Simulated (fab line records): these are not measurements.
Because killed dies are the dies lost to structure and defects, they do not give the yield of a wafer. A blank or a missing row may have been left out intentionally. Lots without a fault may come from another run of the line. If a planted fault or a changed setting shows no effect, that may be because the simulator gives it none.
What tool caused it? / flow berkeleyCmos170 / 15 lots with 45 wafers sampled at 5 steps, on a route of 331 steps

WHAT THE GAUGES READ, wafer by wafer
UCB170_PSD_CD_MEAS_06 targets a cd of 1200 nm.
lot=L485; measured=day 7 14:42; on=cdSem-02; cdNm (nm)=1198.7 1199.6 1199.4
lot=L484; measured=day 7 15:02; on=cdSem-02; cdNm (nm)=1202.7 1200.9 1200.2
lot=L486; measured=day 8 05:10; on=cdSem-02; cdNm (nm)=1199.3 1199.9 1199.6
lot=L487; measured=day 8 16:01; on=cdSem-02; cdNm (nm)=1201.3 1199.1 1201.4
lot=L489; measured=day 8 16:23; on=cdSem-02; cdNm (nm)=1200.4 1201.7 1200.7
lot=L490; measured=day 9 06:05; on=cdSem-01; cdNm (nm)=1202.3 1201.0 1200.7
lot=L491; measured=day 9 06:23; on=cdSem-01; cdNm (nm)=1201.3 1201.7 1201.2
lot=L493; measured=day 9 15:02; on=cdSem-01; cdNm (nm)=1199.7 1200.6 1200.5
lot=L492; measured=day 9 15:23; on=cdSem-01; cdNm (nm)=1200.1 1200.0 1201.0
lot=L499; measured=day 10 16:15; on=cdSem-01; cdNm (nm)=1200.3 1201.9 1200.7
lot=L496; measured=day 10 16:29; on=cdSem-01; cdNm (nm)=1260.5 1257.7 1258.1
lot=L498; measured=day 10 16:46; on=cdSem-01; cdNm (nm)=1263.2 1264.4 1264.8
lot=L500; measured=day 11 18:20; on=cdSem-02; cdNm (nm)=1245.7 1243.8 1244.3
lot=L507; measured=day 12 11:11; on=cdSem-02; cdNm (nm)=1199.1 1198.0 1199.1
lot=L506; measured=day 12 11:32; on=cdSem-01; cdNm (nm)=1198.6 1200.1 1199.5

UCB170_M1_OVL_MEAS_10.
lot=L485; measured=day 8 06:03; on=overlay-02; M1_OVL (nm)=4 4 0
lot=L484; measured=day 8 06:43; on=overlay-02; M1_OVL (nm)=0 -3 0
lot=L486; measured=day 8 15:55; on=overlay-01; M1_OVL (nm)=4 -3 9
lot=L487; measured=day 9 03:46; on=overlay-01; M1_OVL (nm)=-5 12 7
lot=L489; measured=day 9 04:55; on=overlay-02; M1_OVL (nm)=-2 9 5
lot=L490; measured=day 9 18:56; on=overlay-01; M1_OVL (nm)=0 -2 3
lot=L491; measured=day 9 18:04; on=overlay-01; M1_OVL (nm)=0 3 -1
lot=L493; measured=day 10 01:23; on=overlay-01; M1_OVL (nm)=1 -1 -5
lot=L492; measured=day 10 02:26; on=overlay-02; M1_OVL (nm)=-2 4 0
lot=L499; measured=day 11 07:13; on=overlay-01; M1_OVL (nm)=5 5 4
lot=L496; measured=day 11 10:07; on=overlay-02; M1_OVL (nm)=-2 -4 0
lot=L498; measured=day 11 09:44; on=overlay-01; M1_OVL (nm)=-4 -2 5
lot=L500; measured=day 12 10:25; on=overlay-01; M1_OVL (nm)=-2 -4 3
lot=L507; measured=day 13 00:23; on=overlay-02; M1_OVL (nm)=3 5 -4
lot=L506; measured=day 13 00:21; on=overlay-02; M1_OVL (nm)=6 8 5

WHICH TOOL RAN EACH LOT (tool, then ch and the chambers of the sampled wafers, then the start)
lot=L485; UCB170_PSD_PEB_04=lithoTrack-03 ch 0, day 7 14:25; UCB170_NSD_STRIP_09=plasmaAsher-02 ch 0,1, day 7 17:28; UCB170_SILICIDE_RTA_04=rtpAnneal-01 ch 0, day 7 22:29
lot=L484; UCB170_PSD_PEB_04=lithoTrack-03 ch 0, day 7 14:40; UCB170_NSD_STRIP_09=plasmaAsher-02 ch 0,1, day 7 17:59; UCB170_SILICIDE_RTA_04=rtpAnneal-01 ch 0, day 7 23:02
lot=L486; UCB170_PSD_PEB_04=lithoTrack-03 ch 0, day 8 04:54; UCB170_NSD_STRIP_09=plasmaAsher-02 ch 0,1, day 8 07:27; UCB170_SILICIDE_RTA_04=rtpAnneal-01 ch 0, day 8 09:24
lot=L487; UCB170_PSD_PEB_04=lithoTrack-04 ch 0, day 8 15:44; UCB170_NSD_STRIP_09=plasmaAsher-03 ch 0,1, day 8 18:14; UCB170_SILICIDE_RTA_04=rtpAnneal-02 ch 0, day 8 21:20
lot=L489; UCB170_PSD_PEB_04=lithoTrack-04 ch 0, day 8 16:06; UCB170_NSD_STRIP_09=plasmaAsher-02 ch 0,1, day 8 18:44; UCB170_SILICIDE_RTA_04=rtpAnneal-01 ch 0, day 8 21:32
lot=L490; UCB170_PSD_PEB_04=lithoTrack-01 ch 0, day 9 05:49; UCB170_NSD_STRIP_09=plasmaAsher-03 ch 0,1, day 9 09:29; UCB170_SILICIDE_RTA_04=rtpAnneal-01 ch 0, day 9 11:27
lot=L491; UCB170_PSD_PEB_04=lithoTrack-03 ch 0, day 9 06:02; UCB170_NSD_STRIP_09=plasmaAsher-02 ch 0,1, day 9 09:37; UCB170_SILICIDE_RTA_04=rtpAnneal-02 ch 0, day 9 11:37
lot=L493; UCB170_PSD_PEB_04=lithoTrack-04 ch 0, day 9 14:40; UCB170_NSD_STRIP_09=plasmaAsher-02 ch 1, day 9 17:16; UCB170_SILICIDE_RTA_04=rtpAnneal-01 ch 0, day 9 19:27
lot=L492; UCB170_PSD_PEB_04=lithoTrack-01 ch 0, day 9 14:56; UCB170_NSD_STRIP_09=plasmaAsher-03 ch 0,1, day 9 17:37; UCB170_SILICIDE_RTA_04=rtpAnneal-02 ch 0, day 9 19:35
lot=L499; UCB170_PSD_PEB_04=lithoTrack-03 ch 0, day 10 15:59; UCB170_NSD_STRIP_09=plasmaAsher-01 ch 0,1, day 10 19:22; UCB170_SILICIDE_RTA_04=rtpAnneal-02 ch 0, day 10 21:22
lot=L496; UCB170_PSD_PEB_04=lithoTrack-04 ch 0, day 10 16:13; UCB170_NSD_STRIP_09=plasmaAsher-03 ch 0,1, day 10 19:31; UCB170_SILICIDE_RTA_04=rtpAnneal-01 ch 0, day 10 21:31
lot=L498; UCB170_PSD_PEB_04=lithoTrack-04 ch 0, day 10 16:30; UCB170_NSD_STRIP_09=plasmaAsher-01 ch 0,1, day 10 20:00; UCB170_SILICIDE_RTA_04=rtpAnneal-02 ch 0, day 10 21:57
lot=L500; UCB170_PSD_PEB_04=lithoTrack-04 ch 0, day 11 18:04; UCB170_NSD_STRIP_09=plasmaAsher-02 ch 0,1, day 11 20:29; UCB170_SILICIDE_RTA_04=rtpAnneal-01 ch 0, day 12 01:13
lot=L507; UCB170_PSD_PEB_04=lithoTrack-03 ch 0, day 12 10:54; UCB170_NSD_STRIP_09=plasmaAsher-01 ch 0,1, day 12 12:58; UCB170_SILICIDE_RTA_04=rtpAnneal-02 ch 0, day 12 14:55
lot=L506; UCB170_PSD_PEB_04=lithoTrack-03 ch 0, day 12 11:15; UCB170_NSD_STRIP_09=plasmaAsher-02 ch 0,1, day 12 13:22; UCB170_SILICIDE_RTA_04=rtpAnneal-01 ch 0, day 12 15:20
- UCB170_PSD_PEB_04
- UCB170_NSD_STRIP_09: strips in O2.
- UCB170_SILICIDE_RTA_04: time 15 s.

AS READ BY THE TOOLS THEMSELVES (means over the sampled wafers that have a number; for cases with no such wafer, the mark the record gives instead)
UCB170_PSD_PEB_04.
lot=L485; tool=lithoTrack-03; heaterPowerTotalW (W)=56.79; plateTempC (C)=130.03
lot=L484; tool=lithoTrack-03; heaterPowerTotalW (W)=56.84; plateTempC (C)=130.08
lot=L486; tool=lithoTrack-03; heaterPowerTotalW (W)=56.83; plateTempC (C)=130.02
lot=L487; tool=lithoTrack-04; heaterPowerTotalW (W)=56.82; plateTempC (C)=130.07
lot=L489; tool=lithoTrack-04; heaterPowerTotalW (W)=56.76; plateTempC (C)=130.18
lot=L490; tool=lithoTrack-01; heaterPowerTotalW (W)=56.79; plateTempC (C)=130.09
lot=L491; tool=lithoTrack-03; heaterPowerTotalW (W)=56.73; plateTempC (C)=130.09
lot=L493; tool=lithoTrack-04; heaterPowerTotalW (W)=56.77; plateTempC (C)=129.84
lot=L492; tool=lithoTrack-01; heaterPowerTotalW (W)=56.85; plateTempC (C)=130.00
lot=L499; tool=lithoTrack-03; heaterPowerTotalW (W)=56.79; plateTempC (C)=129.95
lot=L496; tool=lithoTrack-04; heaterPowerTotalW (W)=67.79; plateTempC (C)=149.03
lot=L498; tool=lithoTrack-04; heaterPowerTotalW (W)=67.80; plateTempC (C)=149.02
lot=L500; tool=lithoTrack-04; heaterPowerTotalW (W)=67.81; plateTempC (C)=148.92
lot=L507; tool=lithoTrack-03; heaterPowerTotalW (W)=56.77; plateTempC (C)=129.95
lot=L506; tool=lithoTrack-03; heaterPowerTotalW (W)=56.83; plateTempC (C)=129.90

UCB170_NSD_STRIP_09.
lot=L485; tool=plasmaAsher-02; drypumpMotorCurrentA (A)=5.48; oesProductAu (a.u.)=0.532; stripTimeToEndpointS (s)=35.82
lot=L484; tool=plasmaAsher-02; drypumpMotorCurrentA (A)=5.48; oesProductAu (a.u.)=0.539; stripTimeToEndpointS (s)=35.72
lot=L486; tool=plasmaAsher-02; drypumpMotorCurrentA (A)=5.49; oesProductAu (a.u.)=0.532; stripTimeToEndpointS (s)=35.88
lot=L487; tool=plasmaAsher-03; drypumpMotorCurrentA (A)=5.89; oesProductAu (a.u.)=0.532; stripTimeToEndpointS (s)=35.86
lot=L489; tool=plasmaAsher-02; drypumpMotorCurrentA (A)=5.50; oesProductAu (a.u.)=0.540; stripTimeToEndpointS (s)=35.90
lot=L490; tool=plasmaAsher-03; drypumpMotorCurrentA (A)=5.90; oesProductAu (a.u.)=0.534; stripTimeToEndpointS (s)=35.82
lot=L491; tool=plasmaAsher-02; drypumpMotorCurrentA (A)=5.50; oesProductAu (a.u.)=0.535; stripTimeToEndpointS (s)=35.88
lot=L493; tool=plasmaAsher-02; drypumpMotorCurrentA (A)=5.43; oesProductAu (a.u.)=0.535; stripTimeToEndpointS (s)=35.92
lot=L492; tool=plasmaAsher-03; drypumpMotorCurrentA (A)=5.68; oesProductAu (a.u.)=0.536; stripTimeToEndpointS (s)=35.88
lot=L499; tool=plasmaAsher-01; drypumpMotorCurrentA (A)=5.46; oesProductAu (a.u.)=0.535; stripTimeToEndpointS (s)=35.82
lot=L496; tool=plasmaAsher-03; drypumpMotorCurrentA (A)=5.89; oesProductAu (a.u.)=0.536; stripTimeToEndpointS (s)=35.82
lot=L498; tool=plasmaAsher-01; drypumpMotorCurrentA (A)=5.45; oesProductAu (a.u.)=0.533; stripTimeToEndpointS (s)=35.79
lot=L500; tool=plasmaAsher-02; drypumpMotorCurrentA (A)=5.47; oesProductAu (a.u.)=0.537; stripTimeToEndpointS (s)=35.74
lot=L507; tool=plasmaAsher-01; drypumpMotorCurrentA (A)=5.26; oesProductAu (a.u.)=0.532; stripTimeToEndpointS (s)=35.74
lot=L506; tool=plasmaAsher-02; drypumpMotorCurrentA (A)=5.47; oesProductAu (a.u.)=0.537; stripTimeToEndpointS (s)=35.89

UCB170_SILICIDE_RTA_04.
lot=L485; tool=rtpAnneal-01; lampPowerPct (%)=8.5; wafer_temp_C_max=653.2
lot=L484; tool=rtpAnneal-01; lampPowerPct (%)=8.5; wafer_temp_C_max=653.8
lot=L486; tool=rtpAnneal-01; lampPowerPct (%)=8.5; wafer_temp_C_max=653.9
lot=L487; tool=rtpAnneal-02; lampPowerPct (%)=10.9; wafer_temp_C_max=653.4
lot=L489; tool=rtpAnneal-01; lampPowerPct (%)=8.5; wafer_temp_C_max=652.9
lot=L490; tool=rtpAnneal-01; lampPowerPct (%)=8.5; wafer_temp_C_max=653.5
lot=L491; tool=rtpAnneal-02; lampPowerPct (%)=10.9; wafer_temp_C_max=653.1
lot=L493; tool=rtpAnneal-01; lampPowerPct (%)=8.5; wafer_temp_C_max=652.9
lot=L492; tool=rtpAnneal-02; lampPowerPct (%)=10.9; wafer_temp_C_max=652.7
lot=L499; tool=rtpAnneal-02; lampPowerPct (%)=10.9; wafer_temp_C_max=653.4
lot=L496; tool=rtpAnneal-01; lampPowerPct (%)=8.5; wafer_temp_C_max=653.9
lot=L498; tool=rtpAnneal-02; lampPowerPct (%)=10.9; wafer_temp_C_max=653.0
lot=L500; tool=rtpAnneal-01; lampPowerPct (%)=8.5; wafer_temp_C_max=653.6
lot=L507; tool=rtpAnneal-02; lampPowerPct (%)=10.9; wafer_temp_C_max=652.8
lot=L506; tool=rtpAnneal-01; lampPowerPct (%)=8.5; wafer_temp_C_max=653.1

THE ANSWER, worked out from the rows above alone
Rule: what is usual is taken from the lots themselves. The widest of any qualifying gaps counts: lots, ordered by their means at a reading, are off when they make up no more than a third of the lots, leave a main group of 4 or more, and stand apart from it by 3 or more times the standard deviation of that group's means. Not used: any main group whose means are identical at the precision the tables above print for the reading. A lot without any number at a reading at which 4 lots or more have one is off too. Where the step has rows for the other lots, those lots are counted as sound. After the gauges, taken in route order, come the tools' own readings; for these a lot's mean is taken, as printed above. The first step at which some lot is off is used, and at that step the reading that is off furthest; a lot without a number counts as furthest.
Off: L496, L498, L500 (UCB170_PSD_CD_MEAS_06, cdNm). Main group: mean 1200.3 nm, sd 0.87.
If a tool, at a process step before that reading, ran all the lots that are off and no sound lot after the first of them, it fits. Not tried: the gauges at UCB170_PSD_CD_MEAS_06; whatever is off there is also off at UCB170_PSD_PEB_04, on other tools, and gauge error can't account for it. One fits: UCB170_PSD_PEB_04 on lithoTrack-04. A fault onset in the window from L493 (day 9 14:40, its last sound lot) to L496 (day 10 16:13, its first lot off) fits.
The tool's own readings at UCB170_PSD_PEB_04 bear it out: on the lots that are off they differ by more than 5 times the standard deviation of the sound lots' means. heaterPowerTotalW reads 67.80 W there against 56.80 W on the sound lots; plateTempC reads 148.99 C there against 130.02 C on the sound lots.

WHAT WAS PUT IN BY THE SIMULATOR
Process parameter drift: lithoTrack-04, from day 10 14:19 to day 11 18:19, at UCB170_PSD_PEB_04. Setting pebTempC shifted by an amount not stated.
Lots struck among those shown: L496, L498, L500. This agrees with what the rule above found.
